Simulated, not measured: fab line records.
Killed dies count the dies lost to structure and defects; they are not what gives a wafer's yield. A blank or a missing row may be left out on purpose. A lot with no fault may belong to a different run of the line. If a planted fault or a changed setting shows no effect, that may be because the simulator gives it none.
fab line records / flow rit-cmos
record lots=14 wafers=42 last-day=8
route steps=202 shown NWELL@36 M1@201
lots with no fault: from the same line, run without faults
start-h: the number of hours between the record's first day and the start of the first shown wafer of the lot / wait-h: hours from the lot's prior step to this one / " the same as in the row above / L1.1+2: a single row standing in for several wafers / - no value, or no start was given / * or withheld: withheld / < > ~ a bound
route shown NAME@n: names a module that has steps shown in the file, with the first one's number in the route / usual: mean/standard deviation of fault-free wafers / same: alike in all rows / chamber/n: place in a boat / sites: per-site readings / _std_site: standard deviation of those values / _edge_site: inner sites' mean taken away from outer sites' mean / radius-mm: for every site, how far away it sits from the centre of the wafer / mask NAME#n: copy n / behind: the most recent tool/chamber to have shaped the wafer / hold: why the lot went on hold/how many hours it stayed there/how the hold came to an end / device: whichever transistor did not switch (one of n, p or np) / end of line: tests of these same wafers at the route's end / a step with no rows: only its recipe / killed: not the wafer's yield, but the dies lost to structure and defects at the first sort / map: dies across one wafer; x = killed, . = not, _ = none there
set.NAME: setting as actually run; set.NAME@STEP: the setting as run at that earlier step / model.NAME: the simulator's own value behind a step, which no gauge read
steps of the route over a sample of lots; a table a step, a row a wafer
services: the hour from which a tool's chamber was out of use, counted from the record's first day as start-h (under 0 if before that day), plus the number of hours and why
## steps
# step RIT_NWELL_IMPLANT_08
# recipe species=P energy-kev=170 dose-cm2=5e+13 tilt-deg=7
# usual beam-energy-keV=170.00/0.048
lot.wafer=L349.1 tool=implanter-01 chamber=0 start-h=22.13 wait-h=0.2 beam-energy-keV=169.99
lot.wafer=L349.4 tool=implanter-01 chamber=0 start-h=22.13 wait-h=0.2 beam-energy-keV=170.03
lot.wafer=L349.6 tool=implanter-01 chamber=0 start-h=22.13 wait-h=0.2 beam-energy-keV=169.95
lot.wafer=L350.2 tool=implanter-01 chamber=0 start-h=27.15 wait-h=0.2 beam-energy-keV=169.96
lot.wafer=L350.3 tool=implanter-01 chamber=0 start-h=27.15 wait-h=0.2 beam-energy-keV=170.01
lot.wafer=L350.5 tool=implanter-01 chamber=0 start-h=27.15 wait-h=0.2 beam-energy-keV=169.99
lot.wafer=L351.2 tool=implanter-01 chamber=0 start-h=31.69 wait-h=0.2 beam-energy-keV=169.97
lot.wafer=L351.4 tool=implanter-01 chamber=0 start-h=31.69 wait-h=0.2 beam-energy-keV=170.06
lot.wafer=L351.5 tool=implanter-01 chamber=0 start-h=31.69 wait-h=0.2 beam-energy-keV=169.97
lot.wafer=L353.1 tool=implanter-03 chamber=0 start-h=43.35 wait-h=0.2 beam-energy-keV=169.98
lot.wafer=L353.4 tool=implanter-03 chamber=0 start-h=43.35 wait-h=0.2 beam-energy-keV=169.97
lot.wafer=L353.5 tool=implanter-03 chamber=0 start-h=43.35 wait-h=0.2 beam-energy-keV=170.03
lot.wafer=L355.3 tool=implanter-01 chamber=0 start-h=56.81 wait-h=0.2 beam-energy-keV=169.95
lot.wafer=L355.4 tool=implanter-01 chamber=0 start-h=56.81 wait-h=0.2 beam-energy-keV=169.98
lot.wafer=L355.5 tool=implanter-01 chamber=0 start-h=56.81 wait-h=0.2 beam-energy-keV=170.02
lot.wafer=L356.1 tool=implanter-02 chamber=0 start-h=59.40 wait-h=0.2 beam-energy-keV=170.04
lot.wafer=L356.2 tool=implanter-02 chamber=0 start-h=59.40 wait-h=0.2 beam-energy-keV=169.99
lot.wafer=L356.6 tool=implanter-02 chamber=0 start-h=59.40 wait-h=0.2 beam-energy-keV=170.13
lot.wafer=L357.2 tool=implanter-03 chamber=0 start-h=62.74 wait-h=0.2 beam-energy-keV=170.02
lot.wafer=L357.4 tool=implanter-03 chamber=0 start-h=62.74 wait-h=0.2 beam-energy-keV=170.02
lot.wafer=L357.6 tool=implanter-03 chamber=0 start-h=62.74 wait-h=0.2 beam-energy-keV=169.96
lot.wafer=L360.2 tool=implanter-03 chamber=0 start-h=76.86 wait-h=0.2 beam-energy-keV=170.02
lot.wafer=L360.4 tool=implanter-03 chamber=0 start-h=76.86 wait-h=0.2 beam-energy-keV=169.92
lot.wafer=L360.6 tool=implanter-03 chamber=0 start-h=76.86 wait-h=0.2 beam-energy-keV=169.98
lot.wafer=L361.3 tool=implanter-01 chamber=0 start-h=85.90 wait-h=0.2 beam-energy-keV=170.04
lot.wafer=L361.4 tool=implanter-01 chamber=0 start-h=85.90 wait-h=0.2 beam-energy-keV=170.07
lot.wafer=L361.5 tool=implanter-01 chamber=0 start-h=85.90 wait-h=0.2 beam-energy-keV=170.06
lot.wafer=L363.3 tool=implanter-02 chamber=0 start-h=95.61 wait-h=0.2 beam-energy-keV=170.01
lot.wafer=L363.4 tool=implanter-02 chamber=0 start-h=95.61 wait-h=0.2 beam-energy-keV=169.94
lot.wafer=L363.6 tool=implanter-02 chamber=0 start-h=95.61 wait-h=0.2 beam-energy-keV=169.94
lot.wafer=L364.1 tool=implanter-01 chamber=0 start-h=99.46 wait-h=0.2 beam-energy-keV=139.46
lot.wafer=L364.2 tool=implanter-01 chamber=0 start-h=99.46 wait-h=0.2 beam-energy-keV=139.45
lot.wafer=L364.3 tool=implanter-01 chamber=0 start-h=99.46 wait-h=0.2 beam-energy-keV=139.45
lot.wafer=L367.2 tool=implanter-03 chamber=0 start-h=117.22 wait-h=0.2 beam-energy-keV=169.96
lot.wafer=L367.3 tool=implanter-03 chamber=0 start-h=117.22 wait-h=0.2 beam-energy-keV=169.96
lot.wafer=L367.6 tool=implanter-03 chamber=0 start-h=117.22 wait-h=0.2 beam-energy-keV=170.05
lot.wafer=L369.1 tool=implanter-01 chamber=0 start-h=128.72 wait-h=0.2 beam-energy-keV=139.46
lot.wafer=L369.4 tool=implanter-01 chamber=0 start-h=128.72 wait-h=0.2 beam-energy-keV=139.44
lot.wafer=L369.6 tool=implanter-01 chamber=0 start-h=128.72 wait-h=0.2 beam-energy-keV=139.42
lot.wafer=L371.2 tool=implanter-02 chamber=0 start-h=139.26 wait-h=0.2 beam-energy-keV=169.98
lot.wafer=L371.3 tool=implanter-02 chamber=0 start-h=139.26 wait-h=0.2 beam-energy-keV=169.98
lot.wafer=L371.6 tool=implanter-02 chamber=0 start-h=139.26 wait-h=0.2 beam-energy-keV=170.00
# step RIT_NWELL_TW_MEAS_10
# usual NWELL_TW=2149/30
lot.wafer=L349.1 tool=film-metro-03 chamber=- start-h=22.46 wait-h=0.1 hold=- NWELL_TW=2166
lot.wafer=L349.4 tool=film-metro-03 chamber=- start-h=22.46 wait-h=0.1 hold=- NWELL_TW=2161
lot.wafer=L349.6 tool=film-metro-03 chamber=- start-h=22.46 wait-h=0.1 hold=- NWELL_TW=2172
lot.wafer=L350.2 tool=film-metro-03 chamber=- start-h=27.46 wait-h=0.1 hold=- NWELL_TW=2178
lot.wafer=L350.3 tool=film-metro-03 chamber=- start-h=27.46 wait-h=0.1 hold=- NWELL_TW=2168
lot.wafer=L350.5 tool=film-metro-03 chamber=- start-h=27.46 wait-h=0.1 hold=- NWELL_TW=2183
lot.wafer=L351.2 tool=film-metro-03 chamber=- start-h=32.00 wait-h=0.1 hold=- NWELL_TW=2169
lot.wafer=L351.4 tool=film-metro-03 chamber=- start-h=32.00 wait-h=0.1 hold=- NWELL_TW=2164
lot.wafer=L351.5 tool=film-metro-03 chamber=- start-h=32.00 wait-h=0.1 hold=- NWELL_TW=2173
lot.wafer=L353.1 tool=film-metro-03 chamber=- start-h=43.67 wait-h=0.1 hold=- NWELL_TW=2165
lot.wafer=L353.4 tool=film-metro-03 chamber=- start-h=43.67 wait-h=0.1 hold=- NWELL_TW=2181
lot.wafer=L353.5 tool=film-metro-03 chamber=- start-h=43.67 wait-h=0.1 hold=- NWELL_TW=2171
lot.wafer=L355.3 tool=film-metro-03 chamber=- start-h=57.10 wait-h=0.1 hold=- NWELL_TW=2157
lot.wafer=L355.4 tool=film-metro-03 chamber=- start-h=57.10 wait-h=0.1 hold=- NWELL_TW=2171
lot.wafer=L355.5 tool=film-metro-03 chamber=- start-h=57.10 wait-h=0.1 hold=- NWELL_TW=2164
lot.wafer=L356.1 tool=film-metro-02 chamber=- start-h=59.72 wait-h=0.1 hold=- NWELL_TW=2138
lot.wafer=L356.2 tool=film-metro-02 chamber=- start-h=59.72 wait-h=0.1 hold=- NWELL_TW=2142
lot.wafer=L356.6 tool=film-metro-02 chamber=- start-h=59.72 wait-h=0.1 hold=- NWELL_TW=2124
lot.wafer=L357.2 tool=film-metro-03 chamber=- start-h=63.05 wait-h=0.1 hold=- NWELL_TW=2164
lot.wafer=L357.4 tool=film-metro-03 chamber=- start-h=63.05 wait-h=0.1 hold=- NWELL_TW=2170
lot.wafer=L357.6 tool=film-metro-03 chamber=- start-h=63.05 wait-h=0.1 hold=- NWELL_TW=2175
lot.wafer=L360.2 tool=film-metro-01 chamber=- start-h=77.17 wait-h=0.1 hold=- NWELL_TW=2098
lot.wafer=L360.4 tool=film-metro-01 chamber=- start-h=77.17 wait-h=0.1 hold=- NWELL_TW=2103
lot.wafer=L360.6 tool=film-metro-01 chamber=- start-h=77.17 wait-h=0.1 hold=- NWELL_TW=2107
lot.wafer=L361.3 tool=film-metro-02 chamber=- start-h=86.19 wait-h=0.1 hold=- NWELL_TW=2152
lot.wafer=L361.4 tool=film-metro-02 chamber=- start-h=86.19 wait-h=0.1 hold=- NWELL_TW=2157
lot.wafer=L361.5 tool=film-metro-02 chamber=- start-h=86.19 wait-h=0.1 hold=- NWELL_TW=2148
lot.wafer=L363.3 tool=film-metro-01 chamber=- start-h=95.91 wait-h=0.1 hold=- NWELL_TW=2107
lot.wafer=L363.4 tool=film-metro-01 chamber=- start-h=95.91 wait-h=0.1 hold=- NWELL_TW=2100
lot.wafer=L363.6 tool=film-metro-01 chamber=- start-h=95.91 wait-h=0.1 hold=- NWELL_TW=2096
lot.wafer=L364.1 tool=film-metro-01 chamber=- start-h=99.78 wait-h=0.1 hold=await-dispo/0.2h/release NWELL_TW=2024
lot.wafer=L364.2 tool=film-metro-01 chamber=- start-h=99.78 wait-h=0.1 hold=await-dispo/0.2h/release NWELL_TW=2019
lot.wafer=L364.3 tool=film-metro-01 chamber=- start-h=99.78 wait-h=0.1 hold=await-dispo/0.2h/release NWELL_TW=2022
lot.wafer=L364.1 tool=film-metro-01 chamber=- start-h=100.01 wait-h=0.2 hold=- NWELL_TW=2036
lot.wafer=L364.2 tool=film-metro-01 chamber=- start-h=100.01 wait-h=0.2 hold=- NWELL_TW=2031
lot.wafer=L364.3 tool=film-metro-01 chamber=- start-h=100.01 wait-h=0.2 hold=- NWELL_TW=2029
lot.wafer=L367.2 tool=film-metro-03 chamber=- start-h=117.53 wait-h=0.1 hold=- NWELL_TW=2164
lot.wafer=L367.3 tool=film-metro-03 chamber=- start-h=117.53 wait-h=0.1 hold=- NWELL_TW=2168
lot.wafer=L367.6 tool=film-metro-03 chamber=- start-h=117.53 wait-h=0.1 hold=- NWELL_TW=2170
lot.wafer=L369.1 tool=film-metro-03 chamber=- start-h=129.05 wait-h=0.1 hold=- NWELL_TW=2096
lot.wafer=L369.4 tool=film-metro-03 chamber=- start-h=129.05 wait-h=0.1 hold=- NWELL_TW=2090
lot.wafer=L369.6 tool=film-metro-03 chamber=- start-h=129.05 wait-h=0.1 hold=- NWELL_TW=2094
lot.wafer=L371.2 tool=film-metro-03 chamber=- start-h=139.57 wait-h=0.1 hold=- NWELL_TW=2180
lot.wafer=L371.3 tool=film-metro-03 chamber=- start-h=139.57 wait-h=0.1 hold=- NWELL_TW=2177
lot.wafer=L371.6 tool=film-metro-03 chamber=- start-h=139.57 wait-h=0.1 hold=- NWELL_TW=2186
# step RIT_M1_BOW_MEAS_16
# recipe mode=bow
# usual M1_BOW=17/7.1
lot.wafer=L349.1 tool=film-metro-04 chamber=- start-h=68.12 wait-h=0.0 M1_BOW[um]=14
lot.wafer=L349.4 tool=film-metro-04 chamber=- start-h=68.12 wait-h=0.0 M1_BOW[um]=22
lot.wafer=L349.6 tool=film-metro-04 chamber=- start-h=68.12 wait-h=0.0 M1_BOW[um]=6
lot.wafer=L350.2 tool=film-metro-03 chamber=- start-h=69.64 wait-h=0.0 M1_BOW[um]=18
lot.wafer=L350.3 tool=film-metro-03 chamber=- start-h=69.64 wait-h=0.0 M1_BOW[um]=20
lot.wafer=L350.5 tool=film-metro-03 chamber=- start-h=69.64 wait-h=0.0 M1_BOW[um]=19
lot.wafer=L351.2 tool=film-metro-02 chamber=- start-h=71.14 wait-h=0.0 M1_BOW[um]=17
lot.wafer=L351.4 tool=film-metro-02 chamber=- start-h=71.14 wait-h=0.0 M1_BOW[um]=11
lot.wafer=L351.5 tool=film-metro-02 chamber=- start-h=71.14 wait-h=0.0 M1_BOW[um]=17
lot.wafer=L353.1 tool=film-metro-02 chamber=- start-h=82.53 wait-h=0.0 M1_BOW[um]=25
lot.wafer=L353.4 tool=film-metro-02 chamber=- start-h=82.53 wait-h=0.0 M1_BOW[um]=20
lot.wafer=L353.5 tool=film-metro-02 chamber=- start-h=82.53 wait-h=0.0 M1_BOW[um]=26
lot.wafer=L355.3 tool=film-metro-03 chamber=- start-h=94.52 wait-h=0.0 M1_BOW[um]=14
lot.wafer=L355.4 tool=film-metro-03 chamber=- start-h=94.52 wait-h=0.0 M1_BOW[um]=30
lot.wafer=L355.5 tool=film-metro-03 chamber=- start-h=94.52 wait-h=0.0 M1_BOW[um]=21
lot.wafer=L356.1 tool=film-metro-04 chamber=- start-h=97.68 wait-h=0.0 M1_BOW[um]=8
lot.wafer=L356.2 tool=film-metro-04 chamber=- start-h=97.68 wait-h=0.0 M1_BOW[um]=3
lot.wafer=L356.6 tool=film-metro-04 chamber=- start-h=97.68 wait-h=0.0 M1_BOW[um]=20
lot.wafer=L357.2 tool=film-metro-03 chamber=- start-h=99.56 wait-h=0.0 M1_BOW[um]=19
lot.wafer=L357.4 tool=film-metro-03 chamber=- start-h=99.56 wait-h=0.0 M1_BOW[um]=41
lot.wafer=L357.6 tool=film-metro-03 chamber=- start-h=99.56 wait-h=0.0 M1_BOW[um]=11
lot.wafer=L360.2 tool=film-metro-03 chamber=- start-h=114.61 wait-h=0.0 M1_BOW[um]=20
lot.wafer=L360.4 tool=film-metro-03 chamber=- start-h=114.61 wait-h=0.0 M1_BOW[um]=10
lot.wafer=L360.6 tool=film-metro-03 chamber=- start-h=114.61 wait-h=0.0 M1_BOW[um]=20
lot.wafer=L361.3 tool=film-metro-04 chamber=- start-h=122.62 wait-h=0.0 M1_BOW[um]=15
lot.wafer=L361.4 tool=film-metro-04 chamber=- start-h=122.62 wait-h=0.0 M1_BOW[um]=5
lot.wafer=L361.5 tool=film-metro-04 chamber=- start-h=122.62 wait-h=0.0 M1_BOW[um]=19
lot.wafer=L363.3 tool=film-metro-04 chamber=- start-h=139.89 wait-h=0.0 M1_BOW[um]=11
lot.wafer=L363.4 tool=film-metro-04 chamber=- start-h=139.89 wait-h=0.0 M1_BOW[um]=22
lot.wafer=L363.6 tool=film-metro-04 chamber=- start-h=139.89 wait-h=0.0 M1_BOW[um]=20
lot.wafer=L364.1 tool=film-metro-03 chamber=- start-h=145.04 wait-h=0.0 M1_BOW[um]=5
lot.wafer=L364.2 tool=film-metro-03 chamber=- start-h=145.04 wait-h=0.0 M1_BOW[um]=17
lot.wafer=L364.3 tool=film-metro-03 chamber=- start-h=145.04 wait-h=0.0 M1_BOW[um]=14
lot.wafer=L367.2 tool=film-metro-04 chamber=- start-h=166.28 wait-h=0.0 M1_BOW[um]=24
lot.wafer=L367.3 tool=film-metro-04 chamber=- start-h=166.28 wait-h=0.0 M1_BOW[um]=28
lot.wafer=L367.6 tool=film-metro-04 chamber=- start-h=166.28 wait-h=0.0 M1_BOW[um]=14
lot.wafer=L369.1 tool=film-metro-04 chamber=- start-h=181.55 wait-h=0.0 M1_BOW[um]=19
lot.wafer=L369.4 tool=film-metro-04 chamber=- start-h=181.55 wait-h=0.0 M1_BOW[um]=8
lot.wafer=L369.6 tool=film-metro-04 chamber=- start-h=181.55 wait-h=0.0 M1_BOW[um]=17
lot.wafer=L371.2 tool=film-metro-02 chamber=- start-h=189.06 wait-h=0.0 M1_BOW[um]=21
lot.wafer=L371.3 tool=film-metro-02 chamber=- start-h=189.06 wait-h=0.0 M1_BOW[um]=10
lot.wafer=L371.6 tool=film-metro-02 chamber=- start-h=189.06 wait-h=0.0 M1_BOW[um]=12
# step RIT_M1_PROBE_99
# usual killed-at-contacts=0.0/0.22 killed-at-front-end=6.6/2.7 killed-dies=6.7/2.7 killed-open=3.4/2 killed-short=3.2/1.8
# same gross-dies=264 killed_at_M0_to_M3=0 killed_at_M4_up=0 killed-at-back-side=0 killed-at-other=0
lot.wafer=L361.3 tool=prober-02 chamber=- start-h=122.80 wait-h=0.2 killed-at-contacts=0 killed-at-front-end=5 killed-dies=5 killed-open=4 killed-short=1
lot.wafer=L361.4 tool=prober-02 chamber=- start-h=122.85 wait-h=0.2 killed-at-contacts=0 killed-at-front-end=3 killed-dies=3 killed-open=1 killed-short=2
lot.wafer=L361.5 tool=prober-02 chamber=- start-h=122.90 wait-h=0.2 killed-at-contacts=0 killed-at-front-end=2 killed-dies=2 killed-open=1 killed-short=1
lot.wafer=L363.3 tool=prober-02 chamber=- start-h=140.07 wait-h=0.2 killed-at-contacts=0 killed-at-front-end=5 killed-dies=5 killed-open=2 killed-short=2
lot.wafer=L363.4 tool=prober-02 chamber=- start-h=140.12 wait-h=0.2 killed-at-contacts=0 killed-at-front-end=8 killed-dies=8 killed-open=4 killed-short=3
lot.wafer=L363.6 tool=prober-02 chamber=- start-h=140.22 wait-h=0.2 killed-at-contacts=0 killed-at-front-end=4 killed-dies=4 killed-open=2 killed-short=2
# killed by level:class
L361.3 FOX2:geometric-particle:open=2 GATE:geometric-particle:open=2 SPACER:geometric-particle:short=1
L361.4 GATE:geometric-particle:short=2 GATE:geometric-particle:open=1
L361.5 GATE:geometric-particle:short=1 SILICIDE:geometric-particle:open=1
L363.3 GATE:geometric-particle:open=2 GATE:geometric-particle:short=1 REOX:geometric-particle:short=1 PSD:coat-microbubble-printed=1
L363.4 GATE:geometric-particle:short=2 SPACER:geometric-particle:open=2 FOX2:geometric-particle:open=1 GATE:geometric-particle:open=1 REOX:geometric-particle:short=1 PSD:coat-microbubble-printed=1
L363.6 FOX1:geometric-particle:open=1 GATE:geometric-particle:short=1 SPACER:geometric-particle:short=1 SPACER:geometric-particle:open=1
## services
tool=implanter-02 chamber=- start-h=-0.98 hours=2.4 kind=repair
tool=implanter-03 chamber=- start-h=15.53 hours=19.5 kind=pm
tool=implanter-01 chamber=- start-h=70.07 hours=1.7 kind=repair
tool=implanter-03 chamber=- start-h=108.03 hours=3.6 kind=pm
## key
first-sign step=RIT_NWELL_IMPLANT_08 reading=beam-energy-keV direction=down sigmas=99+ usual=170.00 struck=139.45
effect step=RIT_NWELL_TW_MEAS_10 reading=visit direction=added
met-at RIT_NWELL_IMPLANT_08
struck-lots L364,L369
tester-left-out L364,L369
not-acting-at RIT_M1_BOW_MEAS_16
onset-between 85.90 99.46
fault kind=process-parameter-drift tool=implanter-01 chamber=- onset-h=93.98 steps=RIT_NWELL_IMPLANT_08 channel=energy-kev offset=-30.6 shape=step end-h=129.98 acts-in=these-recipes-only stated=170
# tester-left-out: of these lots the tester's yield and bins aren't shown, on N5 and GAA mostly nor the transistor test; their killed dies are dies lost to structure and defects alone, not to doping, threshold or leakage, so they don't give the yield
